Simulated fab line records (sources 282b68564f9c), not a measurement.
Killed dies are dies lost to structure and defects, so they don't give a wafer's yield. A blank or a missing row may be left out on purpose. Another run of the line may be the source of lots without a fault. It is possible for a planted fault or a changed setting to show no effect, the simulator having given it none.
fab line records	flow rit-cmos
record lots=15	wafers=45	last-day=8
route steps=202 shown GATE@81 M1@202
lots untouched by any fault: they come from a run of this same line in which no faults occurred
start-h: the number of hours between the record's first day and the start of the first shown wafer of the lot	wait-h: hours since the lot's step before	" unchanged from the row above	L1.1+2: a single row standing in for several wafers	- no value, or no start was given	* or withheld: withheld	< > ~ a bound
route shown NAME@n: names a module that has steps shown in the file, with the first one's number in the route	usual: mean/standard deviation of fault-free wafers	same: alike in all rows	chamber/n: place in a boat	sites: the reading at each site	_std_site: standard deviation across them	_edge_site: the outer-site mean with the inner-site mean subtracted	radius-mm: how far each site lies from the wafer's centre	mask NAME#n: copy n	behind: the last tool/chamber to shape the wafer	hold: why the lot went on hold/how many hours it stayed there/how the hold came to an end	device: transistor that didn't switch, given as n, p or np	end of line: the same wafers' tests at the end of the route	step lacking rows: just its recipe	killed: at the first sort, the dies lost to defects and structure; wafer yield is something else	map: the dies of a wafer, with x for killed, . for not killed, _ for no die there
set.NAME: the run value of the setting; set.NAME@STEP: its run value at that earlier step	model.NAME: the simulator's own value behind a step, which no gauge read
the route's steps for a sample of lots (tables are steps, rows are wafers)
services: from which hour (start-h, from the record's first day; less than 0 if before it) a tool's chamber was out of use, for how many hours, and why
## steps
# step RIT_GATE_OXIDATION_05
# recipe temp-c=900	ambient=O2	target-thk-a=30	ox-time-s=270
# usual spike-tc-source-C=924/4.4	tube_center_temp_C_max=902.3/0.4	zone-power-centre-pct=41/3.7
lot.wafer	tool	chamber	start-h	wait-h	spike-tc-source-C	tube_center_temp_C_max	zone-power-centre-pct
L739.1	furnace-03	0	33.93	0.1	931	902.5	37
L739.2	"	0	"	"	931	901.7	37
L739.4	"	0	"	"	932	902.8	37
L740.3	furnace-04	0	41.78	2.1	920	903.5	40
L740.4	"	0	"	"	921	902.6	40
L740.6	"	0	"	"	923	902.1	41
L741.1	furnace-04	0	45.04	0.9	923	902.3	42
L741.3	"	0	"	"	923	902.1	41
L741.6	"	0	"	"	922	901.6	41
L742.2	furnace-03	0	49.17	0.0	930	902.7	36
L742.4	"	0	"	"	930	902.1	37
L742.6	"	0	"	"	930	902.9	37
L743.1	furnace-01	0	54.48	0.4	920	902.9	46
L743.5	"	0	"	"	919	902.6	47
L743.6	"	0	"	"	919	902.0	47
L745.3	furnace-04	0	67.05	0.7	924	902.1	42
L745.5	"	0	"	"	921	902.4	41
L745.6	"	0	"	"	922	902.6	41
L752.1	furnace-04	0	106.51	3.6	922	901.8	42
L752.2	"	0	"	"	922	901.7	40
L752.6	"	0	"	"	923	902.2	40
L753.1	furnace-04	0	106.51	2.1	923	902.4	42
L753.2	"	0	"	"	923	901.8	41
L753.4	"	0	"	"	923	902.2	41
L754.1	furnace-04	0	115.57	3.5	921	902.2	41
L754.4	"	0	"	"	923	902.3	41
L754.6	"	0	"	"	923	902.9	40
L756.2	furnace-01	0	129.25	3.5	922	903.2	47
L756.3	"	0	"	"	918	901.9	47
L756.5	"	0	"	"	920	902.4	47
L757.1	furnace-01	0	137.68	4.7	920	902.3	47
L757.4	"	0	"	"	920	902.7	46
L757.6	"	0	"	"	920	902.2	47
L758.2	furnace-01	0	151.65	5.7	922	902.2	46
L758.3	"	0	"	"	920	902.3	47
L758.4	"	0	"	"	919	901.6	47
L759.2	furnace-01	0	151.65	0.7	921	903.2	46
L759.3	"	0	"	"	919	901.8	47
L759.6	"	0	"	"	920	902.0	47
L760.3	furnace-01	0	157.21	0.2	919	902.9	46
L760.4	"	0	"	"	920	902.2	46
L760.5	"	0	"	"	922	902.1	46
L762.1	furnace-03	0	165.31	1.4	931	902.2	37
L762.3	"	0	"	"	929	902.5	38
L762.4	"	0	"	"	929	902.3	37
# step RIT_M1_PROBE_99
# usual killed-at-contacts=0.1/0.3	killed-at-front-end=7/3.1	killed-dies=7/3.1	killed-on-rim=1.9/1.5	killed-open=3.8/2.3	killed-short=3.2/1.9
# same gross-dies=264	killed_at_M0_to_M3=0	killed_at_M4_up=0	killed-at-back-side=0	killed-at-other=0
lot.wafer	tool	chamber	start-h	wait-h	killed-at-contacts	killed-at-front-end	killed-dies	killed-on-rim	killed-open	killed-short
L740.3	prober-02	-	69.21	0.2	0	12	12	4	7	5
L740.4	prober-02	-	69.26	0.2	0	3	3	1	2	1
L740.6	prober-02	-	69.36	0.2	0	6	6	4	4	2
L752.1	prober-02	-	135.90	0.1	0	145	145	40	5	5
L752.2	prober-02	-	135.95	0.1	0	143	143	41	5	0
L752.6	prober-02	-	136.15	0.2	0	138	138	34	10	2
L753.1	prober-01	-	137.40	0.1	0	136	136	36	4	1
L753.2	prober-01	-	137.45	0.1	0	139	139	40	3	0
L753.4	prober-01	-	137.55	0.2	0	134	134	34	4	3
L754.1	prober-01	-	153.93	0.1	0	132	132	31	2	1
L754.4	prober-01	-	154.08	0.2	0	145	145	37	1	3
L754.6	prober-01	-	154.18	0.2	0	141	141	38	1	3
# killed by level:class
L740.3 FOX1:geometric-particle:open=3 SILICIDE:geometric-particle:open=3 FOX1:geometric-particle:short=2 GATE:geometric-particle:short=2 GATE:geometric-particle:open=1 REOX:geometric-particle:short=1
L740.4 FOX1:geometric-particle:open=1 GATE:geometric-particle:open=1 SILICIDE:geometric-particle:short=1
L740.6 GATE:geometric-particle:open=2 FOX1:geometric-particle:open=1 GATE:geometric-particle:short=1 SPACER:geometric-particle:short=1 SILICIDE:geometric-particle:open=1
L752.1 GATE:unspecified=135 GATE:geometric-particle:short=2 REOX:geometric-particle:open=2 FOX2:geometric-particle:short=1 GATE:geometric-particle:open=1 SPACER:geometric-particle:short=1 SPACER:geometric-particle:open=1 SILICIDE:geometric-particle:open=1
L752.2 GATE:unspecified=138 SPACER:geometric-particle:open=2 FOX2:geometric-particle:open=1 GATE:geometric-particle:open=1 SILICIDE:geometric-particle:open=1
L752.6 GATE:unspecified=126 FOX2:geometric-particle:open=4 SILICIDE:geometric-particle:open=3 FOX1:geometric-particle:open=2 FOX1:geometric-particle:short=1 GATE:geometric-particle:short=1 GATE:geometric-particle:open=1
L753.1 GATE:unspecified=131 ACTIVE:geometric-particle:open=1 FOX1:geometric-particle:open=1 GATE:geometric-particle:short=1 REOX:geometric-particle:open=1 SPACER:geometric-particle:open=1
L753.2 GATE:unspecified=136 REOX:geometric-particle:open=2 GATE:geometric-particle:open=1
L753.4 GATE:unspecified=127 REOX:geometric-particle:short=2 GATE:geometric-particle:open=1 GATE:geometric-particle:short=1 REOX:geometric-particle:open=1 SPACER:geometric-particle:open=1 SILICIDE:geometric-particle:open=1
L754.1 GATE:unspecified=129 GATE:geometric-particle:open=2 FOX1:geometric-particle:short=1
L754.4 GATE:unspecified=141 GATE:geometric-particle:short=2 FOX2:geometric-particle:short=1 FOX2:geometric-particle:open=1
L754.6 GATE:unspecified=137 FOX2:geometric-particle:short=2 GATE:geometric-particle:open=1 REOX:geometric-particle:short=1
## services
tool	chamber	start-h	hours	kind
furnace-03	-	40.09	4.5	pm
furnace-01	-	74.66	2.8	pm
furnace-04	-	77.11	9.9	pm
furnace-03	-	103.05	46.4	pm
furnace-01	-	121.53	2.6	pm
furnace-04	-	124.60	2.8	pm
furnace-03	-	149.48	3.4	pm
## key
first-sign step=RIT_M1_PROBE_99	reading=killed-dies	direction=up	sigmas=43	usual=7	struck=139
effect step=RIT_M1_PROBE_99	reading=killed-at-front-end	direction=up	sigmas=43	usual=7	struck=139
met-at RIT_GATE_OXIDATION_05
struck-lots L752,L753,L754
tester-left-out L752,L753,L754
onset-between 67.05 106.51
fault kind=chamber-particle-source	tool=furnace-04	chamber=-	onset-h=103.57	steps=RIT_GATE_OXIDATION_05	rate-per-visit-cm2=1.3129	end-h=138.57
# tester-left-out: of these lots the tester's yield and bins aren't shown, on N5 and GAA mostly nor the transistor test; their killed dies are dies lost to structure and defects alone, not to doping, threshold or leakage, so they don't give the yield
